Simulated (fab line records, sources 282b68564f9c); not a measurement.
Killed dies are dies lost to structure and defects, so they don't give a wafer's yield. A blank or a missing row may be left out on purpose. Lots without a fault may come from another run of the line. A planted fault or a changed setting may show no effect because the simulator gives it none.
fab line records | flow rit_cmos | part 1 of 2: steps 1 to 36 of 49
record lots=5 wafers=15 last_day=7
route steps=202 shown NWELL@28 PWELL@39 WELLDRIVE@50 NRETRO@53 PRETRO@64 GATE@75
lots that met no fault: from a run of the same line without faults
start_h: hours from the record's first day to the start of the lot's first wafer shown | wait_h: hours since the lot's step before | " the same as in the row above | L1.1+2: a row that stands for several wafers | - no value, or no start given | * or withheld: withheld | < > ~ a bound
route shown NAME@n: a module of which the file shows steps, and the number in the route of the first | usual: mean/standard deviation of fault-free wafers | same: alike in all rows | chamber/n: place in a boat | sites: the reading at each site | _std_site: their standard deviation | _edge_site: outer sites' mean less inner sites' | radius_mm: how far each site lies from the wafer's centre | mask NAME#n: copy n | behind: the tool/chamber that last shaped the wafer | hold: why the lot was held/for how many hours/how that ended | device: the transistor (n, p or np) that didn't switch | end of line: the same wafers' tests at the end of the route | a step without rows: its recipe alone | killed: dies lost to structure and defects at the first sort, not the wafer's yield | map: a wafer's dies, x killed, . not, _ none there
set.NAME: the setting as run; set.NAME@STEP: as run at that earlier step | model.NAME: the simulator's own value behind a step, which no gauge read
lots at some steps of the route; a table a step, a row a wafer
services: from which hour (start_h, from the record's first day; less than 0 if before it) a tool's chamber was out of use, for how many hours, and why
## steps
# step RIT_NWELL_HMDS_00
# recipe prime_time_s=60 prime_temp_c=140
# columns lot.wafer tool chamber start_h wait_h
L074.2+3+5 litho_track-04 0 21.97 0.1
L077.1+2+5 litho_track-04 0 35.52 0.1
L088.3+5+6 litho_track-04 0 96.69 0.2
L091.3+5+6 litho_track-04 0 108.11 0.1
L094.4+5+6 litho_track-03 0 122.73 0.1
# step RIT_NWELL_COAT_01
# recipe resist=NOVOLAK spin_rpm=2000 resist_thk_nm=1300
# columns lot.wafer tool chamber start_h wait_h
L074.2+3+5 litho_track-04 0 22.12 0.1
L077.1+2+5 litho_track-04 0 35.67 0.1
L088.3+5+6 litho_track-04 0 96.84 0.1
L091.3+5+6 litho_track-04 0 108.26 0.1
L094.4+5+6 litho_track-03 0 122.88 0.1
# step RIT_NWELL_SOFTBAKE_02
# recipe resist=NOVOLAK temp_c=90 time_s=60
# columns lot.wafer tool chamber start_h wait_h
L074.2+3+5 litho_track-04 0 22.27 0.1
L077.1+2+5 litho_track-04 0 35.82 0.1
L088.3+5+6 litho_track-04 0 96.99 0.1
L091.3+5+6 litho_track-04 0 108.41 0.1
L094.4+5+6 litho_track-03 0 123.03 0.1
# step RIT_NWELL_EXPOSE_03
# recipe mask_id=M2 na=0.57 target_cd_nm=43900 dose_mj=250
# columns lot.wafer tool chamber start_h wait_h mask
L074.2+3+5 iline_stepper-01 0 22.54 0.2 M2#0
L077.1+2+5 iline_stepper-01 0 35.97 0.1 M2#0
L088.3+5+6 iline_stepper-02 0 97.25 0.2 M2#0
L091.3+5+6 iline_stepper-01 0 108.68 0.2 M2#0
L094.4+5+6 iline_stepper-01 0 123.17 0.1 M2#0
# step RIT_NWELL_PEB_04
# recipe resist=NOVOLAK temp_c=withheld time_s=withheld
# columns lot.wafer tool chamber start_h wait_h
L074.2+3+5 litho_track-04 0 22.66 0.1
L077.1+2+5 litho_track-04 0 36.09 0.1
L088.3+5+6 litho_track-04 0 97.38 0.1
L091.3+5+6 litho_track-03 0 108.84 0.1
L094.4+5+6 litho_track-03 0 123.30 0.1
# step RIT_NWELL_DEVELOP_05
# recipe resist=NOVOLAK develop_time_s=71.32 dev_temp_c=23
# same develop_time_s=71.32
# columns lot.wafer tool chamber start_h wait_h
L074.2+3+5 litho_track-04 0 - -
L077.1+2+5 litho_track-04 0 - -
L088.3+5+6 litho_track-04 0 - -
L091.3+5+6 litho_track-03 0 - -
L094.4+5+6 litho_track-03 0 - -
# step RIT_NWELL_OVL_MEAS_06
# usual NWELL_OVL=0.1/1.3
# columns lot.wafer tool chamber start_h wait_h NWELL_OVL[nm]
L074.2 overlay-01 - 22.96 - -1.3
L074.3 " - " " -1.4
L074.5 " - " " -0.3
L077.1 overlay-01 - 36.40 - 0.2
L077.2 " - " " 0.3
L077.5 " - " " -0.6
L088.3 overlay-01 - 97.66 - 2.5
L088.5 " - " " 1.0
L088.6 " - " " 1.3
L091.3 overlay-01 - 109.12 - 1.9
L091.5 " - " " 1.0
L091.6 " - " " 3.0
L094.4 overlay-01 - 123.56 - -0.9
L094.5 " - " " 1.0
L094.6 " - " " -1.8
# step RIT_NWELL_HARDBAKE_07
# recipe resist=NOVOLAK temp_c=140 time_s=120
# columns lot.wafer tool chamber start_h wait_h
L074.2+3+5 litho_track-02 0 23.03 0.1
L077.1+2+5 litho_track-03 0 36.44 0.0
L088.3+5+6 litho_track-03 0 97.76 0.1
L091.3+5+6 litho_track-03 0 109.23 0.1
L094.4+5+6 litho_track-03 0 123.70 0.1
# step RIT_NWELL_IMPLANT_08
# recipe species=P energy_kev=170 dose_cm2=5e+13 tilt_deg=7
# usual beam_energy_keV=170.00/0.057 tilt_deg=7.001/0.019
# columns lot.wafer tool chamber start_h wait_h beam_energy_keV tilt_deg
L074.2 implanter-03 0 23.26 0.2 169.96 7.002
L074.3 " 0 " " 170.01 6.998
L074.5 " 0 " " 169.95 7.010
L077.1 implanter-02 0 36.69 0.2 170.04 6.983
L077.2 " 0 " " 170.00 7.008
L077.5 " 0 " " 170.10 7.004
L088.3 implanter-04 0 97.98 0.2 169.95 7.020
L088.5 " 0 " " 169.90 7.020
L088.6 " 0 " " 169.90 6.997
L091.3 implanter-03 0 109.44 0.2 169.92 6.999
L091.5 " 0 " " 169.99 7.001
L091.6 " 0 " " 169.94 6.971
L094.4 implanter-03 0 123.90 0.2 169.99 7.002
L094.5 " 0 " " 169.96 6.980
L094.6 " 0 " " 170.01 6.994
# step RIT_NWELL_STRIP_09
# recipe chemistry=O2 time_s=180 resist=NOVOLAK platen_temp_c=withheld power_w=500 pressure_mtorr=4000 o2_flow_sccm=4000
# usual drypump_motor_current_A=5.83/0.21
# columns lot.wafer tool chamber start_h wait_h drypump_motor_current_A rf_hours_counter_h
L074.2 plasma_asher-03 0 23.39 0.1 6.15 35
L074.3 " 0 " " 6.13 -
L074.5 " 1 " " 6.07 -
L077.1 plasma_asher-02 1 36.84 0.1 5.66 26
L077.2 " 0 " " 5.63 26
L077.5 " 0 " " 5.66 -
L088.3 plasma_asher-01 0 98.14 0.1 5.66 -
L088.5 " 1 " " 5.72 -
L088.6 " 0 " " 5.63 -
L091.3 plasma_asher-01 0 109.60 0.1 5.67 -
L091.5 " 0 " " 5.66 -
L091.6 " 1 " " 5.76 -
L094.4 plasma_asher-01 1 124.03 0.1 5.78 -
L094.5 " 1 " " 5.72 -
L094.6 " 0 " " 5.63 -
# step RIT_NWELL_TW_MEAS_10
# usual NWELL_TW=2150/35
# columns lot.wafer tool chamber start_h wait_h NWELL_TW
L074.2 film_metro-01 - 23.60 0.2 2189
L074.3 " - " " 2181
L074.5 " - " " 2181
L077.1 film_metro-02 - 37.01 0.1 2109
L077.2 " - " " 2106
L077.5 " - " " 2107
L088.3 film_metro-01 - 98.28 0.1 2186
L088.5 " - " " 2181
L088.6 " - " " 2181
L091.3 film_metro-01 - 109.74 0.1 2200
L091.5 " - " " 2185
L091.6 " - " " 2197
L094.4 film_metro-01 - 124.18 0.1 2205
L094.5 " - " " 2193
L094.6 " - " " 2206
# step RIT_PWELL_HMDS_00
# recipe prime_time_s=60 prime_temp_c=140
# columns lot.wafer tool chamber start_h wait_h
L074.2+3+5 litho_track-04 0 23.68 0.1
L077.1+2+5 litho_track-03 0 37.07 0.1
L088.3+5+6 litho_track-03 0 98.37 0.1
L091.3+5+6 litho_track-03 0 109.83 0.1
L094.4+5+6 litho_track-04 0 124.39 0.2
# step RIT_PWELL_COAT_01
# recipe resist=NOVOLAK spin_rpm=2000 resist_thk_nm=1300
# columns lot.wafer tool chamber start_h wait_h
L074.2+3+5 litho_track-04 0 23.82 0.1
L077.1+2+5 litho_track-03 0 37.22 0.1
L088.3+5+6 litho_track-03 0 98.52 0.1
L091.3+5+6 litho_track-03 0 109.98 0.1
L094.4+5+6 litho_track-04 0 124.54 0.1
# step RIT_PWELL_SOFTBAKE_02
# recipe resist=NOVOLAK temp_c=90 time_s=60
# columns lot.wafer tool chamber start_h wait_h
L074.2+3+5 litho_track-04 0 23.98 0.1
L077.1+2+5 litho_track-03 0 37.37 0.1
L088.3+5+6 litho_track-03 0 98.67 0.1
L091.3+5+6 litho_track-03 0 110.13 0.1
L094.4+5+6 litho_track-04 0 124.69 0.1
# step RIT_PWELL_EXPOSE_03
# recipe mask_id=M3 na=0.57 target_cd_nm=43700 dose_mj=250
# columns lot.wafer tool chamber start_h wait_h mask
L074.2+3+5 iline_stepper-02 0 24.30 0.3 M3#0
L077.1+2+5 iline_stepper-02 0 37.52 0.1 M3#0
L088.3+5+6 iline_stepper-01 0 98.93 0.2 M3#0
L091.3+5+6 iline_stepper-01 0 110.27 0.1 M3#0
L094.4+5+6 iline_stepper-01 0 124.83 0.1 M3#0
# step RIT_PWELL_PEB_04
# recipe resist=NOVOLAK temp_c=withheld time_s=withheld
# columns lot.wafer tool chamber start_h wait_h
L074.2+3+5 litho_track-04 0 24.59 0.3
L077.1+2+5 litho_track-04 0 37.67 0.1
L088.3+5+6 litho_track-03 0 99.06 0.1
L091.3+5+6 litho_track-01 0 110.40 0.1
L094.4+5+6 litho_track-04 0 124.96 0.1
# step RIT_PWELL_DEVELOP_05
# recipe resist=NOVOLAK develop_time_s=68 dev_temp_c=23
# same develop_time_s=68
# columns lot.wafer tool chamber start_h wait_h
L074.2+3+5 litho_track-04 0 - -
L077.1+2+5 litho_track-04 0 - -
L088.3+5+6 litho_track-03 0 - -
L091.3+5+6 litho_track-01 0 - -
L094.4+5+6 litho_track-04 0 - -
# step RIT_PWELL_OVL_MEAS_06
# usual PWELL_OVL=-0.1/1.3
# columns lot.wafer tool chamber start_h wait_h PWELL_OVL[nm]
L074.2 overlay-01 - 24.88 - -3.3
L074.3 " - " " -1.4
L074.5 " - " " 0.0
L077.1 overlay-01 - 37.98 - 0.7
L077.2 " - " " -1.4
L077.5 " - " " -1.3
L088.3 overlay-02 - 99.33 - -1.6
L088.5 " - " " 0.9
L088.6 " - " " -0.2
L091.3 overlay-01 - 110.67 - 1.1
L091.5 " - " " 0.5
L091.6 " - " " 0.3
L094.4 overlay-02 - 125.22 - 1.5
L094.5 " - " " -0.3
L094.6 " - " " -0.7
# step RIT_PWELL_HARDBAKE_07
# recipe resist=NOVOLAK temp_c=140 time_s=120
# columns lot.wafer tool chamber start_h wait_h
L074.2+3+5 litho_track-04 0 24.96 0.1
L077.1+2+5 litho_track-04 0 38.02 0.0
L088.3+5+6 litho_track-04 0 99.44 0.1
L091.3+5+6 litho_track-03 0 110.78 0.1
L094.4+5+6 litho_track-04 0 125.36 0.1
# step RIT_PWELL_IMPLANT_08
# recipe species=B energy_kev=170 dose_cm2=7e+13 tilt_deg=7
# usual beam_energy_keV=170.00/0.059 tilt_deg=7.000/0.02
# columns lot.wafer tool chamber start_h wait_h beam_energy_keV tilt_deg
L074.2 implanter-01 0 25.19 0.2 170.01 6.957
L074.3 " 0 " " 170.01 7.014
L074.5 " 0 " " 170.00 6.974
L077.1 implanter-02 0 38.27 0.2 170.00 7.014
L077.2 " 0 " " 170.00 7.011
L077.5 " 0 " " 170.03 7.023
L088.3 implanter-01 0 99.66 0.2 169.97 7.011
L088.5 " 0 " " 169.91 6.982
L088.6 " 0 " " 170.03 6.989
L091.3 implanter-01 0 110.99 0.2 170.15 7.004
L091.5 " 0 " " 170.02 7.030
L091.6 " 0 " " 170.06 7.022
L094.4 implanter-03 0 125.56 0.2 169.98 7.017
L094.5 " 0 " " 170.06 7.027
L094.6 " 0 " " 169.93 7.013
# step RIT_PWELL_STRIP_09
# recipe chemistry=O2 time_s=180 resist=NOVOLAK platen_temp_c=withheld power_w=500 pressure_mtorr=4000 o2_flow_sccm=4000
# usual drypump_motor_current_A=5.68/0.22
# columns lot.wafer tool chamber start_h wait_h drypump_motor_current_A rf_hours_counter_h
L074.2 plasma_asher-02 0 25.31 0.1 5.64 25
L074.3 " 1 " " 5.66 -
L074.5 " 1 " " 5.64 -
L077.1 plasma_asher-02 1 38.42 0.1 5.65 27
L077.2 " 0 " " 5.62 27
L077.5 " 1 " " 5.67 -
L088.3 plasma_asher-04 0 99.81 0.1 6.08 -
L088.5 " 1 " " 5.31 -
L088.6 " 0 " " 6.09 -
L091.3 plasma_asher-01 1 111.15 0.1 5.81 -
L091.5 " 1 " " 5.75 -
L091.6 " 0 " " 5.63 -
L094.4 plasma_asher-04 0 125.69 0.1 6.14 -
L094.5 " 0 " " 6.08 -
L094.6 " 1 " " 5.34 -
# step RIT_PWELL_TW_MEAS_10
# usual PWELL_TW=951/15
# columns lot.wafer tool chamber start_h wait_h PWELL_TW
L074.2 film_metro-04 - 25.50 0.1 954
L074.3 " - " " 957
L074.5 " - " " 955
L077.1 film_metro-04 - 38.59 0.1 952
L077.2 " - " " 949
L077.5 " - " " 956
L088.3 film_metro-02 - 99.95 0.1 940
L088.5 " - " " 949
L088.6 " - " " 942
L091.3 film_metro-02 - 111.29 0.1 945
L091.5 " - " " 943
L091.6 " - " " 945
L094.4 film_metro-04 - 125.84 0.1 941
L094.5 " - " " 940
L094.6 " - " " 947
# step RIT_WELLDRIVE_ANNEAL_00
# recipe temp_c=1100 time_s=14700 ambient=N2
# usual tube_center_temp_C_max=1102.8/0.42
# columns lot.wafer tool chamber start_h wait_h tube_center_temp_C_max
L074.2 furnace-01 0 25.55 0.0 1103.1
L074.3 " 0 " " 1102.6
L074.5 " 0 " " 1103.1
L077.1 furnace-01 0 39.50 0.9 1103.5
L077.2 " 0 " " 1102.3
L077.5 " 0 " " 1103.6
L088.3 furnace-04 0 100.19 0.2 1103.3
L088.5 " 0 " " 1103.2
L088.6 " 0 " " 1102.8
L091.3 furnace-04 0 113.99 2.7 1103.6
L091.5 " 0 " " 1102.9
L091.6 " 0 " " 1102.1
L094.4 furnace-04 0 126.80 0.9 1103.2
L094.5 " 0 " " 1103.1
L094.6 " 0 " " 1102.9
# step RIT_WELLDRIVE_RS_MEAS_01
# recipe thk_meas_gauge=four-point-probe
# usual NWELL_RS=275.4/0.8
# columns lot.wafer tool chamber start_h wait_h NWELL_RS[ohm/sq]
L074.2 film_metro-02 - 30.65 0.0 277.0
L074.3 " - " " 276.1
L074.5 " - " " 276.6
L077.1 film_metro-04 - 44.58 0.0 275.1
L077.2 " - " " 274.9
L077.5 " - " " 274.2
L088.3 film_metro-01 - 105.31 0.0 275.8
L088.5 " - " " 276.5
L088.6 " - " " 275.3
L091.3 film_metro-04 - 119.12 0.0 275.7
L091.5 " - " " 276.5
L091.6 " - " " 276.2
L094.4 film_metro-02 - 131.94 0.1 274.6
L094.5 " - " " 274.4
L094.6 " - " " 274.4
# step RIT_WELLDRIVE_RS_MEAS_02
# recipe thk_meas_gauge=four-point-probe
# usual PWELL_RS=429.4/1.3
# columns lot.wafer tool chamber start_h wait_h PWELL_RS[ohm/sq]
L074.2 film_metro-02 - 30.77 0.1 428.9
L074.3 " - " " 429.0
L074.5 " - " " 427.8
L077.1 film_metro-04 - 44.70 0.1 430.2
L077.2 " - " " 430.6
L077.5 " - " " 429.4
L088.3 film_metro-01 - 105.43 0.1 429.1
L088.5 " - " " 428.7
L088.6 " - " " 428.9
L091.3 film_metro-04 - 119.24 0.1 428.3
L091.5 " - " " 428.8
L091.6 " - " " 427.5
L094.4 film_metro-02 - 132.06 0.1 431.7
L094.5 " - " " 432.3
L094.6 " - " " 431.0
# step RIT_NRETRO_HMDS_00
# recipe prime_time_s=60 prime_temp_c=140
# columns lot.wafer tool chamber start_h wait_h
L074.2+3+5 litho_track-02 0 30.90 0.1
L077.1+2+5 litho_track-02 0 44.82 0.1
L088.3+5+6 litho_track-03 0 105.68 0.2
L091.3+5+6 litho_track-02 0 119.37 0.1
L094.4+5+6 litho_track-01 0 132.20 0.1
# step RIT_NRETRO_COAT_01
# recipe resist=NOVOLAK spin_rpm=2000 resist_thk_nm=1300
# columns lot.wafer tool chamber start_h wait_h
L074.2+3+5 litho_track-02 0 31.05 0.1
L077.1+2+5 litho_track-02 0 44.97 0.1
L088.3+5+6 litho_track-03 0 105.83 0.1
L091.3+5+6 litho_track-02 0 119.52 0.1
L094.4+5+6 litho_track-01 0 132.35 0.1
# step RIT_NRETRO_SOFTBAKE_02
# recipe resist=NOVOLAK temp_c=89.46 time_s=60
# columns lot.wafer tool chamber start_h wait_h
L074.2+3+5 litho_track-02 0 31.20 0.1
L077.1+2+5 litho_track-02 0 45.12 0.1
L088.3+5+6 litho_track-03 0 105.98 0.1
L091.3+5+6 litho_track-02 0 119.67 0.1
L094.4+5+6 litho_track-01 0 132.50 0.1
# step RIT_NRETRO_EXPOSE_03
# recipe mask_id=M4 na=0.57 target_cd_nm=43900 dose_mj=250
# columns lot.wafer tool chamber start_h wait_h mask
L074.2+3+5 iline_stepper-02 0 31.34 0.1 M4#0
L077.1+2+5 iline_stepper-01 0 45.45 0.3 M4#0
L088.3+5+6 iline_stepper-01 0 106.29 0.3 M4#0
L091.3+5+6 iline_stepper-01 0 119.81 0.1 M4#0
L094.4+5+6 iline_stepper-01 0 132.63 0.1 M4#0
# step RIT_NRETRO_PEB_04
# recipe resist=NOVOLAK temp_c=withheld time_s=withheld
# columns lot.wafer tool chamber start_h wait_h
L074.2+3+5 litho_track-01 0 31.46 0.1
L077.1+2+5 litho_track-03 0 45.57 0.1
L088.3+5+6 litho_track-02 0 106.41 0.1
L091.3+5+6 litho_track-01 0 119.93 0.1
L094.4+5+6 litho_track-03 0 132.76 0.1
# step RIT_NRETRO_DEVELOP_05
# recipe resist=NOVOLAK develop_time_s=68 dev_temp_c=23
# same develop_time_s=68
# columns lot.wafer tool chamber start_h wait_h
L074.2+3+5 litho_track-01 0 - -
L077.1+2+5 litho_track-03 0 - -
L088.3+5+6 litho_track-02 0 - -
L091.3+5+6 litho_track-01 0 - -
L094.4+5+6 litho_track-03 0 - -
# step RIT_NRETRO_OVL_MEAS_06
# usual NRETRO_OVL=-0.5/1.3
# columns lot.wafer tool chamber start_h wait_h NRETRO_OVL[nm]
L074.2 overlay-01 - 31.76 - 1.7
L074.3 " - " " 0.8
L074.5 " - " " -2.1
L077.1 overlay-02 - 45.88 - -2.5
L077.2 " - " " -1.6
L077.5 " - " " -0.6
L088.3 overlay-01 - 106.69 - 0.0
L088.5 " - " " -0.5
L088.6 " - " " -2.5
L091.3 overlay-01 - 120.21 - -0.5
L091.5 " - " " -0.8
L091.6 " - " " 0.5
L094.4 overlay-01 - 133.02 - -2.5
L094.5 " - " " -1.6
L094.6 " - " " -2.1
# step RIT_NRETRO_HARDBAKE_07
# recipe resist=NOVOLAK temp_c=140 time_s=120
# columns lot.wafer tool chamber start_h wait_h
L074.2+3+5 litho_track-02 0 32.04 0.3
L077.1+2+5 litho_track-02 0 45.92 0.0
L088.3+5+6 litho_track-02 0 106.80 0.1
L091.3+5+6 litho_track-03 0 120.32 0.1
L094.4+5+6 litho_track-01 0 133.26 0.2
# step RIT_NRETRO_IMPLANT_08
# recipe species=P energy_kev=69.03 dose_cm2=1e+13 tilt_deg=7
# usual beam_energy_keV=69.028/0.022 tilt_deg=7.000/0.018
# columns lot.wafer tool chamber start_h wait_h beam_energy_keV tilt_deg
L074.2 implanter-03 0 32.28 0.2 69.059 6.989
L074.3 " 0 " " 69.040 6.990
L074.5 " 0 " " 69.025 7.008
L077.1 implanter-04 0 46.17 0.2 69.032 6.998
L077.2 " 0 " " 69.028 7.014
L077.5 " 0 " " 69.005 7.003
L088.3 implanter-04 0 107.01 0.2 69.033 7.008
L088.5 " 0 " " 69.084 7.011
L088.6 " 0 " " 69.030 6.990
L091.3 implanter-03 0 120.53 0.2 69.014 6.985
L091.5 " 0 " " 69.079 6.995
L091.6 " 0 " " 69.028 7.017
L094.4 implanter-01 0 133.46 0.2 69.064 7.004
L094.5 " 0 " " 69.027 7.031
L094.6 " 0 " " 69.036 7.014
# step RIT_NRETRO_STRIP_09
# recipe chemistry=O2 time_s=180 resist=NOVOLAK platen_temp_c=withheld power_w=500 pressure_mtorr=4000 o2_flow_sccm=4000
# usual drypump_motor_current_A=5.9/0.31
# columns lot.wafer tool chamber start_h wait_h drypump_motor_current_A rf_hours_counter_h
L074.2 plasma_asher-04 0 32.40 0.1 6.1 39
L074.3 " 0 " " 6.1 -
L074.5 " 0 " " 6.1 -
L077.1 plasma_asher-03 1 46.32 0.1 6.1 37
L077.2 " 0 " " 6.2 37
L077.5 " 1 " " 6.1 -
L088.3 plasma_asher-03 0 107.17 0.1 6.2 -
L088.5 " 1 " " 6.1 -
L088.6 " 0 " " 6.2 -
L091.3 plasma_asher-03 0 120.69 0.1 6.1 -
L091.5 " 1 " " 6.1 -
L091.6 " 0 " " 6.2 -
L094.4 plasma_asher-02 0 133.59 0.1 5.6 -
L094.5 " 0 " " 5.7 -
L094.6 " 1 " " 5.6 -
# step RIT_NRETRO_TW_MEAS_10
# usual NRETRO_TW=1057/12
# columns lot.wafer tool chamber start_h wait_h NRETRO_TW
L074.2 film_metro-01 - 32.59 0.1 1065
L074.3 " - " " 1066
L074.5 " - " " 1069
L077.1 film_metro-01 - 46.49 0.1 1064
L077.2 " - " " 1071
L077.5 " - " " 1075
L088.3 film_metro-03 - 107.31 0.1 1042
L088.5 " - " " 1048
L088.6 " - " " 1051
L091.3 film_metro-03 - 120.83 0.1 1054
L091.5 " - " " 1047
L091.6 " - " " 1051
L094.4 film_metro-01 - 133.74 0.1 1074
L094.5 " - " " 1078
L094.6 " - " " 1069
